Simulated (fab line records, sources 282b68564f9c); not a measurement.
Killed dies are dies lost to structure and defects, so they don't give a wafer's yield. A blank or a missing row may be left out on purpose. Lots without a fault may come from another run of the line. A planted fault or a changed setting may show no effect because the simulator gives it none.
Tool commonality check | flow rit_cmos | 14 lots, 42 wafers sampled

WHY IT WAS OPENED
At RIT_FOX2_THK_MEAS_91 the reading FIELD_OXIDE_LEFT_2_THK is flagged on 2 of 14 lots. Wafers without a fault read 253 nm, standard deviation 5.8.
Rule: a lot is flagged when every wafer of it that has a number lies more than 4 standard deviations from that mean, or none has a number. The other lots count as sound.

lot  | measured    | on            | FIELD_OXIDE_LEFT_2_THK (nm), wafer by wafer | flag
L363 | day 2 08:41 | film_metro-01 | 256 264 258                                 |
L364 | day 2 13:19 | film_metro-01 | 244 249 246                                 |
L365 | day 2 18:34 | film_metro-03 | 263 263 259                                 |
L366 | day 2 23:43 | film_metro-01 | 254 257 260                                 |
L367 | day 3 06:49 | film_metro-03 | 258 259 256                                 |
L368 | day 3 08:54 | film_metro-01 | 255 254 252                                 |
L369 | day 3 15:16 | film_metro-03 | 250 247 250                                 |
L370 | day 3 19:13 | film_metro-03 | 243 244 239                                 |
L371 | day 4 01:26 | film_metro-03 | 256 260 252                                 |
L372 | day 4 07:47 | film_metro-03 | 290 286 289                                 | FLAGGED
L375 | day 4 20:02 | film_metro-03 | 294 294 289                                 | FLAGGED
L382 | day 6 10:40 | film_metro-03 | 252 251 255                                 |
L384 | day 7 00:32 | film_metro-01 | 254 254 254                                 |
L386 | day 7 13:21 | film_metro-03 | 245 245 248                                 |
The numbers of the flagged lots are 290 nm on average: +37 nm against the usual, or +6 standard deviations.

WHICH TOOL RAN EACH LOT
The record holds 1 process step before the reading, out of a route of 202 steps. In each cell: the tool, then ch and the chambers that the sampled wafers went through, then the start.
lot  | flag    | RIT_GATE_WET_ETCH_00
L363 |         | wet_bench-01 ch 0, day 2 08:14
L364 |         | wet_bench-04 ch 2, day 2 12:25
L365 |         | wet_bench-04 ch 1, day 2 18:06
L366 |         | wet_bench-01 ch 2, day 2 23:14
L367 |         | wet_bench-03 ch 2, day 3 06:24
L368 |         | wet_bench-04 ch 1, day 3 08:29
L369 |         | wet_bench-03 ch 3, day 3 14:50
L370 |         | wet_bench-04 ch 1, day 3 18:47
L371 |         | wet_bench-04 ch 2, day 4 01:00
L372 | FLAGGED | wet_bench-04 ch 2, day 4 07:18
L375 | FLAGGED | wet_bench-04 ch 2, day 4 19:37
L382 |         | wet_bench-01 ch 2, day 6 10:15
L384 |         | wet_bench-01 ch 2, day 7 00:07
L386 |         | wet_bench-01 ch 0, day 7 12:55
What these steps do:
- RIT_GATE_WET_ETCH_00: etches SiO2 in BOE, target depth 56 nm, time 60 s.
- RIT_FOX2_THK_MEAS_91

FLAGGED OVER TOTAL, TOOL BY TOOL (the gauges that took the reading come last)
step                 | tool          | lots run | flagged | share of the flagged lots | sound lots run after its first flagged lot
RIT_GATE_WET_ETCH_00 | wet_bench-01  | 5        | 0       | none                      | -
RIT_GATE_WET_ETCH_00 | wet_bench-03  | 2        | 0       | none                      | -
RIT_GATE_WET_ETCH_00 | wet_bench-04  | 7        | 2       | all                       | 0
RIT_FOX2_THK_MEAS_91 | film_metro-01 | 5        | 0       | none                      | -
RIT_FOX2_THK_MEAS_91 | film_metro-03 | 9        | 2       | all                       | 2 (L382,L386)

WHAT THE TABLE ALLOWS
2 rows of the table ran every flagged lot: wet_bench-04 at RIT_GATE_WET_ETCH_00, film_metro-03 at RIT_FOX2_THK_MEAS_91.
- wet_bench-04 at RIT_GATE_WET_ETCH_00: 2 of its 7 lots flagged. Its last sound lot is L371 (day 4 01:00), its first flagged lot L372 (day 4 07:18): a fault that began between those two fits. Its own readings lie more than 4 standard deviations out on every wafer of the flagged lots: run_length_s.
- film_metro-03 at RIT_FOX2_THK_MEAS_91: 2 of its 9 lots flagged. Sound lots ran on it after the first flagged one (L382, L386), which a lasting fault on the whole tool wouldn't allow.
One tool is left: wet_bench-04 at RIT_GATE_WET_ETCH_00.

WHAT THE SIMULATOR HAD PUT IN
Process parameter drift: wet_bench-04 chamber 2, from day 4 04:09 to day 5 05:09, at RIT_GATE_WET_ETCH_00. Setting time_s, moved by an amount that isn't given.
Lots struck among those shown: L372, L375. The rule above found the same.
